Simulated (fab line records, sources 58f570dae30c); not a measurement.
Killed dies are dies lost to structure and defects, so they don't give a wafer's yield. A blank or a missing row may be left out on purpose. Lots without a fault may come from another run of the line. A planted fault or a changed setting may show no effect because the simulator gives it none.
A sampling plan put to the test | flow berkeley_cmos170 | one fab line, 39 faults that these records tell of, each judged on the records of the lots that it struck; 1 more is left out, because the records don't allow judging it
The plan is the line's own looks: the steps of the route at which a gauge or an inspection reads the wafer and doesn't change it. A look can be judged if struck wafers have a number there and the file gives its usual mean and standard deviation on fault-free wafers. Caught: at a look after the fault's first step, the mean of the struck wafers lies 4 or more of those standard deviations (sigma) from the usual mean. On the tool: the same test on the tool's own readings at the fault's steps. Another recipe on the struck wafers, or a record that is blank for them alone, also counts as caught.

THE FAULTS, as the simulator had put them in
1. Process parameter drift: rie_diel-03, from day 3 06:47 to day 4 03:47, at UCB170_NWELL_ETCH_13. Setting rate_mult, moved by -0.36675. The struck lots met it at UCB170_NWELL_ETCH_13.
2. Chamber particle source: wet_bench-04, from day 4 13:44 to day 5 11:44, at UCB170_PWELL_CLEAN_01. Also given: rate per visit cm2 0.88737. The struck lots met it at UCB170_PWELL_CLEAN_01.
3. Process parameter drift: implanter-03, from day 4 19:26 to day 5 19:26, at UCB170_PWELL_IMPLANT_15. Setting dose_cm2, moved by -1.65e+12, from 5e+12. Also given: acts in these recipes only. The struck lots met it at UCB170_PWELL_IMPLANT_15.
4. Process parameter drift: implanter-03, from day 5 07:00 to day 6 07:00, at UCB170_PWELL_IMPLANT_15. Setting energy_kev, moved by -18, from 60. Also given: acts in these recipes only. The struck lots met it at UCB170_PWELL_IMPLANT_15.
5. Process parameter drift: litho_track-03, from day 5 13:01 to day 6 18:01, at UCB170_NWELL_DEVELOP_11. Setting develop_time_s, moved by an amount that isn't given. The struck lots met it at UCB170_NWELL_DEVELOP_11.
6. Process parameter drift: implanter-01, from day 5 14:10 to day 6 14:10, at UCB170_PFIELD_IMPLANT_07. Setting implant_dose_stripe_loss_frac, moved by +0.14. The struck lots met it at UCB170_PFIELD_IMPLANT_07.
7. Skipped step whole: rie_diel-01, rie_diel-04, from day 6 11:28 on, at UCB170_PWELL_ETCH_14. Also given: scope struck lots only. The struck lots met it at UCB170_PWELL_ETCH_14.
8. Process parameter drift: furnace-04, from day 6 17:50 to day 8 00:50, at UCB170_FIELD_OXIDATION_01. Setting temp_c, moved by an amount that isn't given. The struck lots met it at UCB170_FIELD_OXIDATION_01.
9. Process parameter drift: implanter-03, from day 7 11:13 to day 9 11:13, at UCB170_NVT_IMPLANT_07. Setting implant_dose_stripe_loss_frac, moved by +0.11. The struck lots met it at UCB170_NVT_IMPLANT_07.
10. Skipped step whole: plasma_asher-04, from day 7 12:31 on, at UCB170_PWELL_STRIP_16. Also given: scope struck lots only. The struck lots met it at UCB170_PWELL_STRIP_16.
11. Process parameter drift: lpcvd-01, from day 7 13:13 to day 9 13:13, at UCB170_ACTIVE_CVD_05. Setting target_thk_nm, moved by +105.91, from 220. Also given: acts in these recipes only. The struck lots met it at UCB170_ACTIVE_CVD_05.
12. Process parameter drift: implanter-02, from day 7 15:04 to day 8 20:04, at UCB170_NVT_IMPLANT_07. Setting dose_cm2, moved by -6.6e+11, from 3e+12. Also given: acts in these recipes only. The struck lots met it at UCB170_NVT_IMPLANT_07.
13. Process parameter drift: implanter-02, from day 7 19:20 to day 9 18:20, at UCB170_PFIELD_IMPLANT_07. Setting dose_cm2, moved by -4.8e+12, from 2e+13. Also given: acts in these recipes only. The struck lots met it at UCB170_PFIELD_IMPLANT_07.
14. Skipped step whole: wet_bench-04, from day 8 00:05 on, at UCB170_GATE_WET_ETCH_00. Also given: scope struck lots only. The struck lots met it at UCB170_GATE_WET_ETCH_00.
15. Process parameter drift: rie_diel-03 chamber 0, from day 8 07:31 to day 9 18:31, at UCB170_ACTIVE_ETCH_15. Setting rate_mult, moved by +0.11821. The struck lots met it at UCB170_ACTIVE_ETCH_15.
16. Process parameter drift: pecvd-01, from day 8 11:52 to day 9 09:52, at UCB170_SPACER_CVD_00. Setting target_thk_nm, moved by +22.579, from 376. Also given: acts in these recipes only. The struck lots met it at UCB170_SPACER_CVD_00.
17. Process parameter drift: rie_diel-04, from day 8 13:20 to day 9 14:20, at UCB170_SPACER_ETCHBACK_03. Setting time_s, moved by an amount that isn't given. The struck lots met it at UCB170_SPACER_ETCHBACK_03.
18. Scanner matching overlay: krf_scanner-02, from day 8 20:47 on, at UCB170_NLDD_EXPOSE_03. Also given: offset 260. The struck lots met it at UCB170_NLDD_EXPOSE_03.
19. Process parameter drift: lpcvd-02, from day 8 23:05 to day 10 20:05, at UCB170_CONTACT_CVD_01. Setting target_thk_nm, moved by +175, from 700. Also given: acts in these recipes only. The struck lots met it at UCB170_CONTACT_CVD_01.
20. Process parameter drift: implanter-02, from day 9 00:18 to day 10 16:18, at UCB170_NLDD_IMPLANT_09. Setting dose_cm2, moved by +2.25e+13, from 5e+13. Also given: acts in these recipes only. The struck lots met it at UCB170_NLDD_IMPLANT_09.
21. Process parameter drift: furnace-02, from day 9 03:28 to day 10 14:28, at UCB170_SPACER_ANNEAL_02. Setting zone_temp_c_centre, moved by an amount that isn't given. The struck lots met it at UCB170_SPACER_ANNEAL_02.
22. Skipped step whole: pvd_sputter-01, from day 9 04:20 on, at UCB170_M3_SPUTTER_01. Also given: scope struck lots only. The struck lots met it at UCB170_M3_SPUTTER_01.
23. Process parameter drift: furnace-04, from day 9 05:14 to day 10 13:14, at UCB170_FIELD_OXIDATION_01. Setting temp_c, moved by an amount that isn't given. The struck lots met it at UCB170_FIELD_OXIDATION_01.
24. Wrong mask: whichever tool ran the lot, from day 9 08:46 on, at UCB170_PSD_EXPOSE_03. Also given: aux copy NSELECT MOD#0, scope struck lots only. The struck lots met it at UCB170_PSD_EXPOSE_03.
25. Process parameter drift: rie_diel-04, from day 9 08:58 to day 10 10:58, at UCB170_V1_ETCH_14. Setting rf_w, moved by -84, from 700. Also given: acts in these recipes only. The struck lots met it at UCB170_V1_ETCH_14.
26. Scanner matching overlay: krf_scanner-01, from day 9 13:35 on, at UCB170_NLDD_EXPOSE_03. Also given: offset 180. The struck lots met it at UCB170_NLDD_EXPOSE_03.
27. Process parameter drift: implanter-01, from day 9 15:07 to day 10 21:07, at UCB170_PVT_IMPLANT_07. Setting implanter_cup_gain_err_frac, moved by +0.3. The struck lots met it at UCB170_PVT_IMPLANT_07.
28. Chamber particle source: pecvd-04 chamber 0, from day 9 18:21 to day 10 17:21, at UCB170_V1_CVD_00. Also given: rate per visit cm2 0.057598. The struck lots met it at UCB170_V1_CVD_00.
29. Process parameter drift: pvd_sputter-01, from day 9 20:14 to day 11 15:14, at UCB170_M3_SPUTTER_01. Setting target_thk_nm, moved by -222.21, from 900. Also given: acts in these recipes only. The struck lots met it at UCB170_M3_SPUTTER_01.
30. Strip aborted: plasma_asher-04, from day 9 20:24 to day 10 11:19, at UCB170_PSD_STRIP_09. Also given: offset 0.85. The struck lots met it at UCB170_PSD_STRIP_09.
31. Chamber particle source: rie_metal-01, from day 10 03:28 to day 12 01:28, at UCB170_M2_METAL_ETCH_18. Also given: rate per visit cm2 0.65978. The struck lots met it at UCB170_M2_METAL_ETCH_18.
32. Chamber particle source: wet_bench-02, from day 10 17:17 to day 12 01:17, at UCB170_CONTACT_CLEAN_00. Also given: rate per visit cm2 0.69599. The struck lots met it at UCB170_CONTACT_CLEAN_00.
33. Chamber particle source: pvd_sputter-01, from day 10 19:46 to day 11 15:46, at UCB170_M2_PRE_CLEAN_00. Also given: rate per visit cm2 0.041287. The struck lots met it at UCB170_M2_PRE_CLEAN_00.
34. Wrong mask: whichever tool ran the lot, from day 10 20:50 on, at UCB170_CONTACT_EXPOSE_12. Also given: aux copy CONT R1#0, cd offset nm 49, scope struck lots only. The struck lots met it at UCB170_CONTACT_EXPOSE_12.
35. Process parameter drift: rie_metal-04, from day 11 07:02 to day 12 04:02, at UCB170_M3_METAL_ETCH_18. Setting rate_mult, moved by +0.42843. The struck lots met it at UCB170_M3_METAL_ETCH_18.
36. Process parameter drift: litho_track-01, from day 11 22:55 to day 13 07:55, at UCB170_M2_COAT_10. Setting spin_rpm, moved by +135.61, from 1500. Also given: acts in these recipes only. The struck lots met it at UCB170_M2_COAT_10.
37. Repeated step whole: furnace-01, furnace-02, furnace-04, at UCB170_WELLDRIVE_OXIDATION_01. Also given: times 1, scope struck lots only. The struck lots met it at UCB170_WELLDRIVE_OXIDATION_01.
38. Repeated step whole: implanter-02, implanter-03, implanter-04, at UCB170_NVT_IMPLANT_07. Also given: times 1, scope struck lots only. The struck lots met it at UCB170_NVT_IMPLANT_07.
39. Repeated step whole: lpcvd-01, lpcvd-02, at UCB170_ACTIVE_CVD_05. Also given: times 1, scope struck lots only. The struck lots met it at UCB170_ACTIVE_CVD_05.

WHAT THE PLAN SAW
fault | on the tool itself                               | first look that catches it                      | reading, sigma                                               | median hours from its first step to that look | hours from the fault's start to the first struck lot there | judged looks passed uncaught
1     | oes_product_au -11 sigma                         | no look after it can be judged                  | -                                                            | -                                             | -                                                          | 0
2     | no reading that can be judged                    | none of the 2 looks that can be judged after it | -                                                            | -                                             | -                                                          | 2
3     | dose_ions_cm2 -99 or beyond sigma                | UCB170_PWELL_TW_MEAS_17                         | PWELL_TW -7.5                                                | 0.3                                           | 7                                                          | 0
4     | beam_energy_keV -99 or beyond sigma              | none of the 3 looks that can be judged after it | strongest: PWELL_TW at UCB170_PWELL_TW_MEAS_17, -3.9         | -                                             | -                                                          | 3
5     | no reading that can be judged                    | UCB170_NWELL_TW_MEAS_16                         | NWELL_TW -50                                                 | 1.2                                           | 2                                                          | 0
6     | under 2 sigma                                    | none of the 7 looks that can be judged after it | strongest: PFIELD_TW at UCB170_PFIELD_TW_MEAS_09, -2.4       | -                                             | -                                                          | 7
7     | the tool's record is blank for the struck wafers | no look after it can be judged                  | -                                                            | -                                             | -                                                          | 0
8     | tube_center_temp_C +87 sigma                     | none of the 3 looks that can be judged after it | strongest: FIELD_OXIDE_THK at UCB170_FIELD_THK_MEAS_02, +2.9 | -                                             | -                                                          | 3
9     | no reading that can be judged                    | none of the 8 looks that can be judged after it | -                                                            | -                                             | -                                                          | 8
10    | no reading that can be judged                    | not the one look that can be judged after it    | -                                                            | -                                             | -                                                          | 1
11    | under 2 sigma                                    | UCB170_ACTIVE_THK_MEAS_06                       | ACTIVE_NITRIDE_THK +53                                       | 1.9                                           | 5                                                          | 0
12    | dose_ions_cm2 -99 or beyond sigma                | UCB170_NVT_TW_MEAS_09                           | NVT_TW -6.6                                                  | 0.2                                           | 13                                                         | 0
13    | dose_ions_cm2 -99 or beyond sigma                | UCB170_PFIELD_TW_MEAS_09                        | PFIELD_TW -6.2                                               | 0.2                                           | 4                                                          | 0
14    | the tool's record is blank for the struck wafers | UCB170_FIELD_THK_MEAS_91                        | FIELD_OXIDE_LEFT_2_THK +4.6                                  | 0.1                                           | 0                                                          | 0
15    | only faintly: drypump_motor_current_A -2.0 sigma | not the one look that can be judged after it    | -                                                            | -                                             | -                                                          | 1
16    | under 2 sigma                                    | UCB170_SPACER_THK_MEAS_01                       | SPACER_TEOS_THK +4.9                                         | 0.1                                           | 11                                                         | 0
17    | run_length_s -72 sigma                           | no look after it can be judged                  | -                                                            | -                                             | -                                                          | 0
18    | no reading that can be judged                    | UCB170_NLDD_OVL_MEAS_07                         | NLDD_OVL +64                                                 | 0.7                                           | 1                                                          | 0
19    | under 2 sigma                                    | UCB170_CONTACT_THK_MEAS_02                      | CONTACT_PSG_THK +30                                          | 1.8                                           | 12                                                         | 0
20    | dose_ions_cm2 +99 or beyond sigma                | UCB170_NLDD_TW_MEAS_11                          | NLDD_TW +4.7                                                 | 0.2                                           | 2                                                          | 0
21    | spike_tc_centre_C -34 sigma                      | UCB170_SDANNEAL_RS_MEAS_04                      | PLDD_RS +26                                                  | 6.2                                           | 9                                                          | 0
22    | the tool's record is blank for the struck wafers | no look after it can be judged                  | -                                                            | -                                             | -                                                          | 0
23    | tube_center_temp_C +99 or beyond sigma           | UCB170_FIELD_THK_MEAS_02                        | FIELD_OXIDE_THK +8.3                                         | 3.0                                           | 7                                                          | 0
24    | under 2 sigma                                    | UCB170_PSD_TW_MEAS_10                           | PSD_TW -71                                                   | 0.8                                           | 1                                                          | 0
25    | rf_fwd_power_W -42 sigma                         | no look after it can be judged                  | -                                                            | -                                             | -                                                          | 0
26    | no reading that can be judged                    | UCB170_NLDD_OVL_MEAS_07                         | NLDD_OVL +43                                                 | 0.9                                           | 13                                                         | 0
27    | faraday_current_uA +16 sigma                     | UCB170_PVT_TW_MEAS_09                           | PVT_TW -8.0                                                  | 0.2                                           | 1                                                          | 0
28    | under 2 sigma                                    | none of the 8 looks that can be judged after it | -                                                            | -                                             | -                                                          | 8
29    | under 2 sigma                                    | UCB170_M3_RS_MEAS_02                            | M3_AL_RS +25                                                 | 0.1                                           | 11                                                         | 0
30    | oes_product_au -35 sigma                         | UCB170_NSD_TW_MEAS_10                           | NSD_TW -84                                                   | 2.0                                           | 17                                                         | 0
31    | under 2 sigma                                    | no look after it can be judged                  | -                                                            | -                                             | -                                                          | 0
32    | no reading that can be judged                    | none of the 2 looks that can be judged after it | -                                                            | -                                             | -                                                          | 2
33    | no reading that can be judged                    | no look after it can be judged                  | -                                                            | -                                             | -                                                          | 0
34    | no reading that can be judged                    | UCB170_CONTACT_CD_MEAS_15                       | cd_nm +37                                                    | 0.4                                           | 1                                                          | 0
35    | under 2 sigma                                    | UCB170_M3_CD_MEAS_90                            | cd_nm -5.7                                                   | 0.3                                           | 11                                                         | 0
36    | spin_speed_rpm +99 or beyond sigma               | no look after it can be judged                  | -                                                            | -                                             | -                                                          | 0
37    | under 2 sigma                                    | UCB170_WELLDRIVE_THK_MEAS_02                    | WELLDRIVE_OXIDE_THK +27                                      | 8.5                                           | -                                                          | 0
38    | no reading that can be judged                    | UCB170_NVT_TW_MEAS_09                           | NVT_TW +23                                                   | 0.5                                           | -                                                          | 0
39    | no reading that can be judged                    | UCB170_ACTIVE_THK_MEAS_06                       | ACTIVE_NITRIDE_THK +99 or beyond                             | 5.2                                           | -                                                          | 0
A dash: the fault isn't caught, or these records don't give the number.

Caught at a look: 22 of 39. Caught on the tool: 17 of 39. By one or the other: 30 of 39.
Caught on the tool alone: faults 1, 4, 7, 8, 17, 22, 25, 36.
Caught at a look alone: faults 5, 11, 16, 18, 19, 24, 26, 29, 34, 35, 37, 38, 39.
Caught by neither: faults 2, 6, 9, 10, 15, 28, 31, 32, 33.

THINNER SAMPLING
If the look that catches a fault measured only every second or every third lot, by lot number, the first struck lot would be measured this late in the worst case:
fault | struck lots at that look, in order of time | every lot | every second lot | every third lot
3     | L635, L639                                 | 7 h       | may miss all 2   | may miss all 2
5     | L133, L136                                 | 2 h       | 24 h             | may miss all 2
11    | L382, L383, L384                           | 5 h       | 5 h              | 5 h
12    | L105, L107                                 | 13 h      | may miss all 2   | may miss all 2
13    | L852, L856                                 | 4 h       | may miss all 2   | may miss all 2
14    | L543, L542                                 | 0 h       | 0 h              | may miss all 2
16    | L528, L531                                 | 11 h      | 14 h             | may miss all 2
18    | L823, L826, L827                           | 1 h       | 5 h              | may miss all 3
19    | L558, L563                                 | 12 h      | 44 h             | may miss all 2
20    | L136, L138                                 | 2 h       | may miss all 2   | may miss all 2
21    | L940, L941, L942                           | 9 h       | 9 h              | 9 h
23    | L880, L881                                 | 7 h       | 7 h              | may miss all 2
24    | L114                                       | 1 h       | may miss it      | may miss it
26    | L783, L786, L784                           | 13 h      | 20 h             | may miss all 3
27    | L180, L183                                 | 1 h       | 20 h             | may miss all 2
29    | L915, L921                                 | 11 h      | may miss all 2   | may miss all 2
30    | L873                                       | 17 h      | may miss it      | may miss it
34    | L389                                       | 1 h       | may miss it      | may miss it
35    | L472, L475                                 | 11 h      | 15 h             | may miss all 2
Hours are from the fault's start to the first struck lot that is measured. The limit of 4 sigma was tested on all struck wafers together, so one lot alone may lie under it. Other struck lots may not be in these records.

THE LONGEST TIMED WAY FROM STEP TO LOOK
Fault 37: a median of 8.5 hours passes between UCB170_WELLDRIVE_OXIDATION_01 and UCB170_WELLDRIVE_THK_MEAS_02. No look between them can be judged.
